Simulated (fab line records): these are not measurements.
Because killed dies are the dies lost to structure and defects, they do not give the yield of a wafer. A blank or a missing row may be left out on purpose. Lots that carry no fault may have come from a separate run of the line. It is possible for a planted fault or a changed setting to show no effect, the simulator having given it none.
Which tool did it? || flow berkeleyCmos170 || 14 lots, 38 wafers sampled, at 5 steps of a route of 331

WHAT THE GAUGES READ, wafer by wafer
UCB170_PLDD_CD_MEAS_06: the cd target is 1200 nm. Usual: cdNm reads 1200.0 nm (standard deviation 1.5).
{"lot": "L405", "measured": "day 6 08:20", "on": "cdSem-02", "cdNm (nm)": "1201.8 1199.5 1201.6", "flag": ""}
{"lot": "L406", "measured": "day 6 17:20", "on": "cdSem-02", "cdNm (nm)": "1199.8 1200.9 1200.1", "flag": ""}
{"lot": "L407", "measured": "day 7 01:31", "on": "cdSem-02", "cdNm (nm)": "1199.5 1199.7 1200.0", "flag": ""}
{"lot": "L410", "measured": "day 7 08:43", "on": "cdSem-01", "cdNm (nm)": "1198.5 1198.3 1199.1", "flag": ""}
{"lot": "L409", "measured": "day 7 09:02", "on": "cdSem-02", "cdNm (nm)": "1200.6 1201.1 1199.9", "flag": ""}
{"lot": "L411", "measured": "day 8 01:46", "on": "cdSem-02", "cdNm (nm)": "1198.4 1198.1 1197.6", "flag": ""}
{"lot": "L415", "measured": "day 8 07:13", "on": "cdSem-02", "cdNm (nm)": "1199.1 1200.0 1199.0", "flag": ""}
{"lot": "L414", "measured": "day 8 07:47", "on": "cdSem-02", "cdNm (nm)": "1199.8 1200.1 1199.8", "flag": ""}
{"lot": "L419", "measured": "day 9 17:39", "on": "cdSem-02", "cdNm (nm)": "1199.5 1199.7 1199.2", "flag": ""}
{"lot": "L421", "measured": "day 9 22:22", "on": "cdSem-01", "cdNm (nm)": 1201.6, "flag": ""}
{"lot": "L425", "measured": "day 10 13:31", "on": "cdSem-01", "cdNm (nm)": "1200.2 1200.3 1200.1", "flag": ""}
{"lot": "L423", "measured": "day 10 13:31", "on": "cdSem-02", "cdNm (nm)": 1202.0, "flag": ""}
{"lot": "L424", "measured": "day 10 13:47", "on": "cdSem-01", "cdNm (nm)": "1198.5 1200.5 1199.6", "flag": ""}
{"lot": "L426", "measured": "day 10 20:03", "on": "cdSem-02", "cdNm (nm)": "1203.1 1203.2 1204.3", "flag": ""}

UCB170_SDANNEAL_RS_MEAS_05: the measuring method here is four-point-probe. Usual: NLDD_RS typically reads 615.7 ohm/sq, with standard deviation 1.6.
{"lot": "L405", "measured": "day 6 21:10", "on": "filmMetro-02", "NLDD_RS (ohm/sq)": "617.5 616.2 616.9", "flag": ""}
{"lot": "L406", "measured": "day 7 05:08", "on": "filmMetro-03", "NLDD_RS (ohm/sq)": "615.3 615.9 614.8", "flag": ""}
{"lot": "L407", "measured": "day 7 15:02", "on": "filmMetro-03", "NLDD_RS (ohm/sq)": "614.8 615.3 615.7", "flag": ""}
{"lot": "L410", "measured": "day 7 22:01", "on": "filmMetro-01", "NLDD_RS (ohm/sq)": "616.3 616.5 618.9", "flag": ""}
{"lot": "L409", "measured": "day 7 22:26", "on": "filmMetro-02", "NLDD_RS (ohm/sq)": "616.2 614.6 613.4", "flag": ""}
{"lot": "L411", "measured": "day 8 14:01", "on": "filmMetro-01", "NLDD_RS (ohm/sq)": "616.1 614.4 614.3", "flag": ""}
{"lot": "L415", "measured": "day 8 18:19", "on": "filmMetro-02", "NLDD_RS (ohm/sq)": "616.0 616.9 615.6", "flag": ""}
{"lot": "L414", "measured": "day 8 19:07", "on": "filmMetro-03", "NLDD_RS (ohm/sq)": "613.8 614.7 613.9", "flag": ""}
{"lot": "L419", "measured": "day 10 04:46", "on": "filmMetro-01", "NLDD_RS (ohm/sq)": "614.8 614.9 613.4", "flag": ""}
{"lot": "L421", "measured": "day 10 10:23", "on": "filmMetro-02", "NLDD_RS (ohm/sq)": 616.7, "flag": ""}
{"lot": "L425", "measured": "day 11 02:19", "on": "filmMetro-03", "NLDD_RS (ohm/sq)": "615.3 614.3 614.8", "flag": ""}
{"lot": "L423", "measured": "day 11 02:31", "on": "filmMetro-02", "NLDD_RS (ohm/sq)": 617.4, "flag": ""}
{"lot": "L424", "measured": "day 11 02:37", "on": "filmMetro-01", "NLDD_RS (ohm/sq)": "617.6 616.2 617.8", "flag": ""}
{"lot": "L426", "measured": "day 11 07:20", "on": "filmMetro-03", "NLDD_RS (ohm/sq)": "617.6 618.6 618.1", "flag": ""}

UCB170_V1_THK_MEAS_01. Usual: V1_TEOS_THK typically reads 1995 nm, with standard deviation 27.
{"lot": "L405", "measured": "day 7 09:39", "on": "filmMetro-03", "V1_TEOS_THK (nm)": "2001 1990 2016", "flag": ""}
{"lot": "L406", "measured": "day 7 17:32", "on": "filmMetro-02", "V1_TEOS_THK (nm)": "1977 1966 2011", "flag": ""}
{"lot": "L407", "measured": "day 8 03:49", "on": "filmMetro-03", "V1_TEOS_THK (nm)": "1969 1950 1982", "flag": ""}
{"lot": "L410", "measured": "day 8 10:30", "on": "filmMetro-02", "V1_TEOS_THK (nm)": "1953 1957 1990", "flag": ""}
{"lot": "L409", "measured": "day 8 10:31", "on": "filmMetro-04", "V1_TEOS_THK (nm)": "1987 2020 2023", "flag": ""}
{"lot": "L411", "measured": "day 9 01:10", "on": "filmMetro-04", "V1_TEOS_THK (nm)": "1976 2008 2011", "flag": ""}
{"lot": "L415", "measured": "day 9 04:49", "on": "filmMetro-04", "V1_TEOS_THK (nm)": "1992 2046 1989", "flag": ""}
{"lot": "L414", "measured": "day 9 07:38", "on": "filmMetro-03", "V1_TEOS_THK (nm)": "1968 2004 2024", "flag": ""}
{"lot": "L419", "measured": "day 10 16:14", "on": "filmMetro-04", "V1_TEOS_THK (nm)": "1986 2033 2024", "flag": ""}
{"lot": "L421", "measured": "day 10 21:46", "on": "filmMetro-02", "V1_TEOS_THK (nm)": 1446, "flag": "OFF"}
{"lot": "L425", "measured": "day 11 16:37", "on": "filmMetro-03", "V1_TEOS_THK (nm)": "1973 2041 2037", "flag": ""}
{"lot": "L423", "measured": "day 11 16:37", "on": "filmMetro-04", "V1_TEOS_THK (nm)": 1398, "flag": "OFF"}
{"lot": "L424", "measured": "day 11 16:36", "on": "filmMetro-02", "V1_TEOS_THK (nm)": "1948 1982 2017", "flag": ""}
{"lot": "L426", "measured": "day 11 20:53", "on": "filmMetro-04", "V1_TEOS_THK (nm)": "2013 2032 2020", "flag": ""}

EACH LOT AND THE TOOL THAT RAN IT (in order: tool; ch and the chambers of the sampled wafers; start)
{"lot": "L405", "UCB170_GATE_ETCH_15": "rieSi-02 ch 0,1,3, day 6 06:32", "UCB170_V1_CVD_00": "pecvd-04 ch 0,1, day 7 09:30"}
{"lot": "L406", "UCB170_GATE_ETCH_15": "rieSi-01 ch 0,1,3, day 6 15:27", "UCB170_V1_CVD_00": "pecvd-01 ch 0,2, day 7 17:23"}
{"lot": "L407", "UCB170_GATE_ETCH_15": "rieSi-02 ch 0,3, day 6 23:47", "UCB170_V1_CVD_00": "pecvd-01 ch 1,2, day 8 03:40"}
{"lot": "L410", "UCB170_GATE_ETCH_15": "rieSi-02 ch 1,2,3, day 7 06:58", "UCB170_V1_CVD_00": "pecvd-01 ch 0,1,2, day 8 10:21"}
{"lot": "L409", "UCB170_GATE_ETCH_15": "rieSi-01 ch 1,2, day 7 07:13", "UCB170_V1_CVD_00": "pecvd-04 ch 1,2, day 8 10:21"}
{"lot": "L411", "UCB170_GATE_ETCH_15": "rieSi-02 ch 1,3, day 8 00:28", "UCB170_V1_CVD_00": "pecvd-01 ch 0,1, day 9 01:00"}
{"lot": "L415", "UCB170_GATE_ETCH_15": "rieSi-01 ch 2,3, day 8 05:41", "UCB170_V1_CVD_00": "pecvd-04 ch 0,1,2, day 9 04:38"}
{"lot": "L414", "UCB170_GATE_ETCH_15": "rieSi-01 ch 0,1,3, day 8 05:57", "UCB170_V1_CVD_00": "pecvd-03 ch 1,2, day 9 07:28"}
{"lot": "L419", "UCB170_GATE_ETCH_15": "rieSi-01 ch 0,1,3, day 9 15:55", "UCB170_V1_CVD_00": "pecvd-04 ch 0,1,2, day 10 16:05"}
{"lot": "L421", "UCB170_GATE_ETCH_15": "rieSi-01 ch 2, day 9 20:44", "UCB170_V1_CVD_00": "pecvd-01 ch 0, day 10 21:36"}
{"lot": "L425", "UCB170_GATE_ETCH_15": "rieSi-02 ch 1,2, day 10 11:49", "UCB170_V1_CVD_00": "pecvd-03 ch 0,1,2, day 11 16:26"}
{"lot": "L423", "UCB170_GATE_ETCH_15": "rieSi-01 ch 2, day 10 11:52", "UCB170_V1_CVD_00": "pecvd-01 ch 0, day 11 16:26"}
{"lot": "L424", "UCB170_GATE_ETCH_15": "rieSi-02 ch 0,2, day 10 12:08", "UCB170_V1_CVD_00": "pecvd-04 ch 0,1, day 11 16:26"}
{"lot": "L426", "UCB170_GATE_ETCH_15": "rieSi-01 ch 0,3, day 10 18:36", "UCB170_V1_CVD_00": "pecvd-04 ch 0,1,2, day 11 20:43"}
- UCB170_GATE_ETCH_15: etches poly-Si in HBr/Cl2, stops on SiO2, time 56.3 s, target depth 278.2 nm.
- UCB170_V1_CVD_00: deposits SiO2 from TEOS/O2, target thk 2000 nm, time 250 s.

AS READ BY THE TOOLS THEMSELVES (means over the sampled wafers that have a number; for cases with no such wafer, the mark the record gives instead)
UCB170_GATE_ETCH_15. Usual: chamberPressureMTorr 15.003 mTorr, standard deviation 0.015; drypumpMotorCurrentA 5.87 A, standard deviation 0.25; oesProductAu 0.836 a.u., standard deviation 0.011; rfFwdPowerW 297.3 W, standard deviation 1.2; throttleValvePct 26.47 %, standard deviation 0.2.
{"lot": "L405", "tool": "rieSi-02", "chamberPressureMTorr (mTorr)": 15.001, "drypumpMotorCurrentA (A)": 5.89, "oesProductAu (a.u.)": 0.837, "rfFwdPowerW (W)": 296.4, "throttleValvePct (%)": 26.35, "flag": ""}
{"lot": "L406", "tool": "rieSi-01", "chamberPressureMTorr (mTorr)": 15.004, "drypumpMotorCurrentA (A)": 5.88, "oesProductAu (a.u.)": 0.836, "rfFwdPowerW (W)": 296.1, "throttleValvePct (%)": 26.38, "flag": ""}
{"lot": "L407", "tool": "rieSi-02", "chamberPressureMTorr (mTorr)": 14.989, "drypumpMotorCurrentA (A)": 5.83, "oesProductAu (a.u.)": 0.831, "rfFwdPowerW (W)": 296.4, "throttleValvePct (%)": 26.38, "flag": ""}
{"lot": "L410", "tool": "rieSi-02", "chamberPressureMTorr (mTorr)": 15.006, "drypumpMotorCurrentA (A)": 5.90, "oesProductAu (a.u.)": 0.838, "rfFwdPowerW (W)": 297.3, "throttleValvePct (%)": 26.46, "flag": ""}
{"lot": "L409", "tool": "rieSi-01", "chamberPressureMTorr (mTorr)": 15.006, "drypumpMotorCurrentA (A)": 5.70, "oesProductAu (a.u.)": 0.840, "rfFwdPowerW (W)": 296.2, "throttleValvePct (%)": 26.61, "flag": ""}
{"lot": "L411", "tool": "rieSi-02", "chamberPressureMTorr (mTorr)": 14.995, "drypumpMotorCurrentA (A)": 6.05, "oesProductAu (a.u.)": 0.847, "rfFwdPowerW (W)": 296.6, "throttleValvePct (%)": 26.33, "flag": ""}
{"lot": "L415", "tool": "rieSi-01", "chamberPressureMTorr (mTorr)": 14.996, "drypumpMotorCurrentA (A)": 6.10, "oesProductAu (a.u.)": 0.851, "rfFwdPowerW (W)": 297.8, "throttleValvePct (%)": 26.61, "flag": ""}
{"lot": "L414", "tool": "rieSi-01", "chamberPressureMTorr (mTorr)": 15.003, "drypumpMotorCurrentA (A)": 5.88, "oesProductAu (a.u.)": 0.835, "rfFwdPowerW (W)": 297.8, "throttleValvePct (%)": 26.37, "flag": ""}
{"lot": "L419", "tool": "rieSi-01", "chamberPressureMTorr (mTorr)": 15.006, "drypumpMotorCurrentA (A)": 5.90, "oesProductAu (a.u.)": 0.838, "rfFwdPowerW (W)": 295.9, "throttleValvePct (%)": 26.37, "flag": ""}
{"lot": "L421", "tool": "rieSi-01", "chamberPressureMTorr (mTorr)": 15.023, "drypumpMotorCurrentA (A)": 6.03, "oesProductAu (a.u.)": 0.847, "rfFwdPowerW (W)": 300.0, "throttleValvePct (%)": 26.80, "flag": ""}
{"lot": "L425", "tool": "rieSi-02", "chamberPressureMTorr (mTorr)": 14.980, "drypumpMotorCurrentA (A)": 5.81, "oesProductAu (a.u.)": 0.829, "rfFwdPowerW (W)": 297.7, "throttleValvePct (%)": 26.45, "flag": ""}
{"lot": "L423", "tool": "rieSi-01", "chamberPressureMTorr (mTorr)": 15.011, "drypumpMotorCurrentA (A)": 6.04, "oesProductAu (a.u.)": 0.847, "rfFwdPowerW (W)": 297.1, "throttleValvePct (%)": 26.80, "flag": ""}
{"lot": "L424", "tool": "rieSi-02", "chamberPressureMTorr (mTorr)": 15.003, "drypumpMotorCurrentA (A)": 5.70, "oesProductAu (a.u.)": 0.836, "rfFwdPowerW (W)": 297.6, "throttleValvePct (%)": 26.52, "flag": ""}
{"lot": "L426", "tool": "rieSi-01", "chamberPressureMTorr (mTorr)": 14.998, "drypumpMotorCurrentA (A)": 6.15, "oesProductAu (a.u.)": 0.829, "rfFwdPowerW (W)": 296.7, "throttleValvePct (%)": 26.28, "flag": ""}

UCB170_V1_CVD_00. Usual: heaterPowerW 282 W, standard deviation 67; rfFwdPowerW 548.2 W, standard deviation 1.7.
{"lot": "L405", "tool": "pecvd-04", "heaterPowerW (W)": 314, "rfFwdPowerW (W)": 548.5, "flag": ""}
{"lot": "L406", "tool": "pecvd-01", "heaterPowerW (W)": 309, "rfFwdPowerW (W)": 548.2, "flag": ""}
{"lot": "L407", "tool": "pecvd-01", "heaterPowerW (W)": 292, "rfFwdPowerW (W)": 546.8, "flag": ""}
{"lot": "L410", "tool": "pecvd-01", "heaterPowerW (W)": 260, "rfFwdPowerW (W)": 548.2, "flag": ""}
{"lot": "L409", "tool": "pecvd-04", "heaterPowerW (W)": 244, "rfFwdPowerW (W)": 548.1, "flag": ""}
{"lot": "L411", "tool": "pecvd-01", "heaterPowerW (W)": 228, "rfFwdPowerW (W)": 549.1, "flag": ""}
{"lot": "L415", "tool": "pecvd-04", "heaterPowerW (W)": 312, "rfFwdPowerW (W)": 548.3, "flag": ""}
{"lot": "L414", "tool": "pecvd-03", "heaterPowerW (W)": 261, "rfFwdPowerW (W)": 546.7, "flag": ""}
{"lot": "L419", "tool": "pecvd-04", "heaterPowerW (W)": 304, "rfFwdPowerW (W)": 547.7, "flag": ""}
{"lot": "L421", "tool": "pecvd-01", "heaterPowerW (W)": 228, "rfFwdPowerW (W)": 551.7, "flag": ""}
{"lot": "L425", "tool": "pecvd-03", "heaterPowerW (W)": 263, "rfFwdPowerW (W)": 547.9, "flag": ""}
{"lot": "L423", "tool": "pecvd-01", "heaterPowerW (W)": 204, "rfFwdPowerW (W)": 547.8, "flag": ""}
{"lot": "L424", "tool": "pecvd-04", "heaterPowerW (W)": 323, "rfFwdPowerW (W)": 547.2, "flag": ""}
{"lot": "L426", "tool": "pecvd-04", "heaterPowerW (W)": 268, "rfFwdPowerW (W)": 548.1, "flag": ""}

THE ANSWER, worked out from the rows above alone
Rule: a lot is off if the mean of its wafers that have a number lies more than 3 standard deviations from the usual mean. Also off: a lot with no number at a reading for which 4 or more lots have one. Where the step has rows for the other lots, those lots are counted as sound. After the gauges, taken in route order, come the tools' own readings; for these a lot's mean is taken, as printed above. The first step at which some lot is off is used, and at that step the reading that is off furthest; a lot without a number counts as furthest.
Off: L421, L423, seen at UCB170_V1_THK_MEAS_01 (V1_TEOS_THK).
A tool fits if, at a process step before that reading, it ran every lot that is off, and no sound lot after the first of them. Gauges at UCB170_V1_THK_MEAS_01: tried the same way as those tools. One candidate fits, namely pecvd-01 at UCB170_V1_CVD_00. Its last sound lot is L411 (day 9 01:00), its first lot that is off L421 (day 10 21:36): a fault that began between those two fits.

WHAT THE SIMULATOR HAD INSERTED
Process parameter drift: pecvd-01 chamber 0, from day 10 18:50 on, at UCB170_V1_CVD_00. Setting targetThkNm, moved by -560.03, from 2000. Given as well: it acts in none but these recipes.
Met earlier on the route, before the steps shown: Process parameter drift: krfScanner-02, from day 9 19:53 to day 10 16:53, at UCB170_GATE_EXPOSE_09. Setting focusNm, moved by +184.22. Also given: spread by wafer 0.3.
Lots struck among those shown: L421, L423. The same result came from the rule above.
